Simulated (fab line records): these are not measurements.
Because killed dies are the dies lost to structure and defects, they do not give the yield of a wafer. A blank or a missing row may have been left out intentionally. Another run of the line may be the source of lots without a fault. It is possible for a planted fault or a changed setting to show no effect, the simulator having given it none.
Split-lot study / flow berkeley cmos170 / route with 331 steps; 5 lots, 23 wafers read

## ON THE SPLIT
At UCB170_NSD_PEB_04, the setting peb temp c was moved away from the recipe's 130 C on 9 of the 23 wafers read, by -2.5% to +1.3%. All remaining wafers had this setting at the recipe value.

## FROM SPLIT TO READING: 1 step shown by the file between the two
- UCB170_NSD_DEVELOP_05: develop time 45 s

## THE READING
cd nm, in nm, at UCB170_NSD_CD_MEAS_06 (target cd 1200 nm). A value of 1200.0 nm with a standard deviation of 1.3 nm is what fault-free wafers of this fab line usually give.

wafer=L074.1; tool, chamber at the split=litho track-04, 0; peb temp c as run, C=130; against the recipe=recipe; cd nm, nm=1200.0; against lot-mates on the recipe=-
wafer=L074.2; tool, chamber at the split=litho track-04, 0; peb temp c as run, C=129; against the recipe=-0.8%; cd nm, nm=1192.5; against lot-mates on the recipe=-7.3
wafer=L074.3; tool, chamber at the split=litho track-04, 0; peb temp c as run, C=130; against the recipe=recipe; cd nm, nm=1199.6; against lot-mates on the recipe=-
wafer=L074.4; tool, chamber at the split=litho track-04, 0; peb temp c as run, C=129; against the recipe=-0.8%; cd nm, nm=1192.1; against lot-mates on the recipe=-7.7
wafer=L074.6; tool, chamber at the split=litho track-04, 0; peb temp c as run, C=130; against the recipe=recipe; cd nm, nm=1199.7; against lot-mates on the recipe=-
wafer=L077.1; tool, chamber at the split=litho track-03, 0; peb temp c as run, C=131.7; against the recipe=+1.3%; cd nm, nm=1212.3; against lot-mates on the recipe=+10.9
wafer=L077.2; tool, chamber at the split=litho track-03, 0; peb temp c as run, C=130; against the recipe=recipe; cd nm, nm=1201.0; against lot-mates on the recipe=-
wafer=L077.3; tool, chamber at the split=litho track-03, 0; peb temp c as run, C=130; against the recipe=recipe; cd nm, nm=1201.3; against lot-mates on the recipe=-
wafer=L077.5; tool, chamber at the split=litho track-03, 0; peb temp c as run, C=131.7; against the recipe=+1.3%; cd nm, nm=1211.6; against lot-mates on the recipe=+10.2
wafer=L077.6; tool, chamber at the split=litho track-03, 0; peb temp c as run, C=130; against the recipe=recipe; cd nm, nm=1201.8; against lot-mates on the recipe=-
wafer=L083.1; tool, chamber at the split=litho track-02, 0; peb temp c as run, C=126.7; against the recipe=-2.5%; cd nm, nm=1173.1; against lot-mates on the recipe=-24.4
wafer=L083.3; tool, chamber at the split=litho track-02, 0; peb temp c as run, C=126.7; against the recipe=-2.5%; cd nm, nm=1171.9; against lot-mates on the recipe=-25.6
wafer=L083.4; tool, chamber at the split=litho track-02, 0; peb temp c as run, C=130; against the recipe=recipe; cd nm, nm=1198.1; against lot-mates on the recipe=-
wafer=L083.5; tool, chamber at the split=litho track-02, 0; peb temp c as run, C=130; against the recipe=recipe; cd nm, nm=1196.9; against lot-mates on the recipe=-
wafer=L083.6; tool, chamber at the split=litho track-02, 0; peb temp c as run, C=130; against the recipe=recipe; cd nm, nm=1197.5; against lot-mates on the recipe=-
wafer=L080.1; tool, chamber at the split=litho track-03, 0; peb temp c as run, C=130; against the recipe=recipe; cd nm, nm=1199.9; against lot-mates on the recipe=-
wafer=L080.3; tool, chamber at the split=litho track-03, 0; peb temp c as run, C=130; against the recipe=recipe; cd nm, nm=1200.4; against lot-mates on the recipe=-
wafer=L080.4; tool, chamber at the split=litho track-03, 0; peb temp c as run, C=130; against the recipe=recipe; cd nm, nm=1200.0; against lot-mates on the recipe=-
wafer=L085.1; tool, chamber at the split=litho track-03, 0; peb temp c as run, C=131.6; against the recipe=+1.2%; cd nm, nm=1209.5; against lot-mates on the recipe=+8.9
wafer=L085.2; tool, chamber at the split=litho track-03, 0; peb temp c as run, C=130; against the recipe=recipe; cd nm, nm=1200.4; against lot-mates on the recipe=-
wafer=L085.3; tool, chamber at the split=litho track-03, 0; peb temp c as run, C=131.6; against the recipe=+1.2%; cd nm, nm=1209.1; against lot-mates on the recipe=+8.5
wafer=L085.4; tool, chamber at the split=litho track-03, 0; peb temp c as run, C=130; against the recipe=recipe; cd nm, nm=1200.8; against lot-mates on the recipe=-
wafer=L085.5; tool, chamber at the split=litho track-03, 0; peb temp c as run, C=131.6; against the recipe=+1.2%; cd nm, nm=1210.1; against lot-mates on the recipe=+9.5

THE FIT
A straight line over all 23 wafers: cd nm changes by +9.88 nm for each +1% of peb temp c; r = +0.99; the points scatter about the line by 1.5 nm.
The same after taking each lot's own level away (the mean of its wafers on the recipe; 23 wafers): +9.03 nm for each +1%; r = +0.99; scatter 0.98 nm.
That fit puts the effect of the largest move of peb temp c on the reading at 23 nm.
From 1197.50 to 1201.37 nm: that is the span of the lots' own levels, equal to 3.0 times the standard deviation above.
Consequently the slope shifts little with the lot-to-lot level, the two slopes agreeing.
Check: with one of the wafers moved furthest among these (-2.5%) left out of the fit, the line predicts -23.1 nm for it against its lot-mates. It came out at -24.4 nm against them.

## THESE WAFERS: OTHER SPLITS
Note: prior to the reading, these wafers also went through further splits. Each is held against what the fit with the lots' levels taken away leaves over:
other split on the same wafers=UCB170_ZERO_STRIP_07 o2 flow sccm; wafers away from the commonest value=8; r with cd nm (lot level and that fit taken away)=-0.09
other split on the same wafers=UCB170_PWELL_CVD_05 time s; wafers away from the commonest value=18; r with cd nm (lot level and that fit taken away)=-0.21
other split on the same wafers=UCB170_PWELL_IMPLANT_15 energy kev; wafers away from the commonest value=5; r with cd nm (lot level and that fit taken away)=+0.04
other split on the same wafers=UCB170_ACTIVE_COAT_08 resist thk nm; wafers away from the commonest value=7; r with cd nm (lot level and that fit taken away)=-0.02
other split on the same wafers=UCB170_ACTIVE_SOFTBAKE_09 time s; wafers away from the commonest value=9; r with cd nm (lot level and that fit taken away)=-0.03
other split on the same wafers=UCB170_SCREENOX_OXIDATION_01 ox time s; wafers away from the commonest value=10; r with cd nm (lot level and that fit taken away)=+0.22
other split on the same wafers=UCB170_PSD_PEB_04 peb temp c; wafers away from the commonest value=7; r with cd nm (lot level and that fit taken away)=-0.30

## THE FILE'S OWN FIT
cd nm changes by +9.16 nm for each +1% of peb temp c, r = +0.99.
